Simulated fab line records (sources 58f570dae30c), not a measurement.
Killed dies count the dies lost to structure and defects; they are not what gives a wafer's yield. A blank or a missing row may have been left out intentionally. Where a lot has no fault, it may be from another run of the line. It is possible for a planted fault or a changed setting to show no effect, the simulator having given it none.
Split-lot study	flow berkeley_cmos170	5 lots, 23 wafers read, on a route of 331 steps

## THE SPLIT ITSELF
At UCB170_NSD_EXPOSE_03 (exposes mask NSELECT MOD, target cd 1200 nm), the setting dose_mj was moved away from the recipe's 30 on 9 of the 23 wafers read, by -7.3% to +5.9%. This setting was run at the recipe's value on the other wafers.

## FROM THE SPLIT TO THE READING: what the file shows between them, 2 steps
- UCB170_NSD_PEB_04
- UCB170_NSD_DEVELOP_05: develop time 45 s

## THE READING
Shown in nm: cd_nm at UCB170_NSD_CD_MEAS_06, with target cd 1200 nm. Fault-free wafers of this fab line usually give 1199.6 nm, standard deviation 1 nm.

wafer	tool, chamber at the split	dose_mj as run	against the recipe	cd_nm, nm	against lot-mates on the recipe
L077.1	krf_scanner-01, 0	30	recipe	1199.3	-
L077.2	krf_scanner-01, 0	30	recipe	1198.8	-
L077.3	krf_scanner-01, 0	30	recipe	1199.8	-
L077.4	krf_scanner-01, 0	30	recipe	1198.4	-
L077.6	krf_scanner-01, 0	30	recipe	1198.4	-
L075.1	krf_scanner-01, 0	30	recipe	1199.1	-
L075.2	krf_scanner-01, 0	30	recipe	1199.8	-
L075.3	krf_scanner-01, 0	30.57	+1.9%	1202.5	+3.1
L075.5	krf_scanner-01, 0	30.57	+1.9%	1202.6	+3.2
L075.6	krf_scanner-01, 0	30.57	+1.9%	1202.7	+3.3
L079.1	krf_scanner-02, 0	30	recipe	1198.9	-
L079.2	krf_scanner-02, 0	30	recipe	1199.6	-
L079.5	krf_scanner-02, 0	30	recipe	1199.7	-
L084.1	krf_scanner-01, 0	30	recipe	1199.1	-
L084.2	krf_scanner-01, 0	30	recipe	1199.6	-
L084.3	krf_scanner-01, 0	31.78	+5.9%	1210.7	+11.4
L084.5	krf_scanner-01, 0	31.78	+5.9%	1208.8	+9.5
L084.6	krf_scanner-01, 0	31.78	+5.9%	1208.3	+9.0
L085.1	krf_scanner-01, 0	30	recipe	1201.8	-
L085.2	krf_scanner-01, 0	30	recipe	1200.4	-
L085.3	krf_scanner-01, 0	27.81	-7.3%	1188.6	-12.5
L085.4	krf_scanner-01, 0	27.81	-7.3%	1188.0	-13.1
L085.6	krf_scanner-01, 0	27.81	-7.3%	1188.2	-12.9

FIT RESULTS
A straight line over all 23 wafers: cd_nm changes by +1.58 nm for each +1% of dose_mj; r = +0.99; the points scatter about the line by 0.82 nm.
The same after taking each lot's own level away (the mean of its wafers on the recipe; 23 wafers): +1.72 nm for each +1%; r = +1.00; scatter 0.58 nm.
According to that fit, moving dose_mj by its largest amount changes the reading by 13 nm.
The lots' own levels span 1198.94 to 1201.10 nm, that is 2.2 times the standard deviation above.
Hence the lot-to-lot level has little effect on the slope; both slopes agree.
Check: -12.7 nm against its lot-mates is what the line predicts for one of the wafers moved furthest among these (-7.3%) when that wafer is left out of the fit. Against them it came out at -12.5 nm.

## THESE WAFERS: OTHER SPLITS
Before the reading, these wafers also passed through other splits. Each is held against what the fit with the lots' levels taken away leaves over:
other split on the same wafers	wafers away from the commonest value	r with cd_nm (lot level and that fit taken away)
UCB170_PSD_EXPOSE_03 dose_mj	7	-0.30

## FILE'S OWN FIT
cd_nm changes by +1.72 nm for each +1% of dose_mj, r = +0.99.
